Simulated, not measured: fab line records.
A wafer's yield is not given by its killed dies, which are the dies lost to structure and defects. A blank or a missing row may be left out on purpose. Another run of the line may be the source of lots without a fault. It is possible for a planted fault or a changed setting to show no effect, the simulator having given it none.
Split-lot study	flow berkeley cmos170	23 wafers read across 5 lots, on a route 331 steps long

ON THE SPLIT
At UCB170_SILICIDE_SPUTTER_01 (material Ti, target thk 30 nm, time 25 s), the setting time s was moved away from the recipe's 25 s on 5 of the 23 wafers read, by +5.8% to +14.8%. This setting was run at the recipe's value on the other wafers.

BETWEEN THE SPLIT AND THE READING: the file shows 1 step in between
- UCB170_SILICIDE_RS_MEAS_02: measures by four-point-probe

THE READING
SILICIDE_TI_THK, in nm, at UCB170_SILICIDE_THK_MEAS_03 (measures by xrf). Fault-free wafers of this fab line usually give 30.6 nm, standard deviation 0.56 nm.

wafer	tool, chamber at the split	time s as run, s	against the recipe	SILICIDE_TI_THK, nm	against lot-mates on the recipe
L074.1	pvd sputter-01, -	25	recipe	30.6	-
L074.2	pvd sputter-01, -	25	recipe	30.3	-
L074.3	pvd sputter-01, -	25	recipe	31.3	-
L074.4	pvd sputter-01, -	25	recipe	31.1	-
L074.5	pvd sputter-01, -	25	recipe	30.1	-
L076.1	pvd sputter-01, -	25	recipe	30.7	-
L076.2	pvd sputter-01, -	28.71	+14.8%	35.4	+4.7
L076.4	pvd sputter-01, -	28.71	+14.8%	35.6	+4.9
L076.5	pvd sputter-01, -	25	recipe	30.7	-
L076.6	pvd sputter-01, -	28.71	+14.8%	35.3	+4.6
L078.1	pvd sputter-04, -	25	recipe	31.2	-
L078.3	pvd sputter-04, -	26.46	+5.8%	32.3	+1.4
L078.4	pvd sputter-04, -	25	recipe	30.7	-
L078.5	pvd sputter-04, -	26.46	+5.8%	32.8	+1.9
L078.6	pvd sputter-04, -	25	recipe	30.8	-
L077.2	pvd sputter-02, -	25	recipe	30.4	-
L077.3	pvd sputter-02, -	25	recipe	31.9	-
L077.4	pvd sputter-02, -	25	recipe	30.3	-
L077.5	pvd sputter-02, -	25	recipe	31.8	-
L077.6	pvd sputter-02, -	25	recipe	30.5	-
L084.1	pvd sputter-02, -	25	recipe	29.7	-
L084.4	pvd sputter-02, -	25	recipe	31.4	-
L084.5	pvd sputter-02, -	25	recipe	29.9	-

THE FIT
A straight line over all 23 wafers: SILICIDE_TI_THK changes by +0.316 nm for each +1% of time s; r = +0.95; the points scatter about the line by 0.56 nm.
The same after taking each lot's own level away (the mean of its wafers on the recipe; 23 wafers): +0.317 nm for each +1%; r = +0.96; scatter 0.52 nm.
According to that fit, moving time s by its largest amount changes the reading by 4.7 nm.
The span of the lots' own levels, 30.33 to 30.98 nm, comes to 1.2 times the standard deviation stated above.
Hence the lot-to-lot level has little effect on the slope; both slopes agree.
Check: +4.68 nm against its lot-mates is what the line predicts for one of the wafers moved furthest among these (+14.8%) when that wafer is left out of the fit. Against them it came out at +4.7 nm.

OTHER SPLITS APPLIED TO THESE WAFERS
Note: prior to the reading, these wafers also went through further splits. Each is held against what the fit with the lots' levels taken away leaves over:
other split on the same wafers	wafers away from the commonest value	r with SILICIDE_TI_THK (lot level and that fit taken away)
UCB170_GATE_ETCH_14 pressure mtorr	18	-0.04
UCB170_NLDD_COAT_01 resist thk nm	7	-0.08
UCB170_NSD_COAT_01 resist thk nm	8	-0.03
UCB170_NSD_SOFTBAKE_02 time s	7	-0.11

THE WHOLE CHAIN: every reading that the file lists as answering this split, in the file's order
step	what it does	reading	change (the file's fit)	r (the file's)
UCB170_SILICIDE_SPUTTER_01	material Ti, target thk 30 nm, time 25 s	Ti_of_SILICIDE_SPUTTER_01.thk nm (the simulator's own value, which no gauge read)	+0.311 nm for each +1% of the setting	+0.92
UCB170_SILICIDE_RS_MEAS_02	measures by four-point-probe	SILICIDE_TI_RS	-0.266 for each +1% of the setting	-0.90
UCB170_SILICIDE_THK_MEAS_03	measures by xrf	SILICIDE_TI_THK	+0.313 for each +1% of the setting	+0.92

THE FILE'S OWN FIT
SILICIDE_TI_THK changes by +0.313 nm for each +1% of time s, r = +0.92.
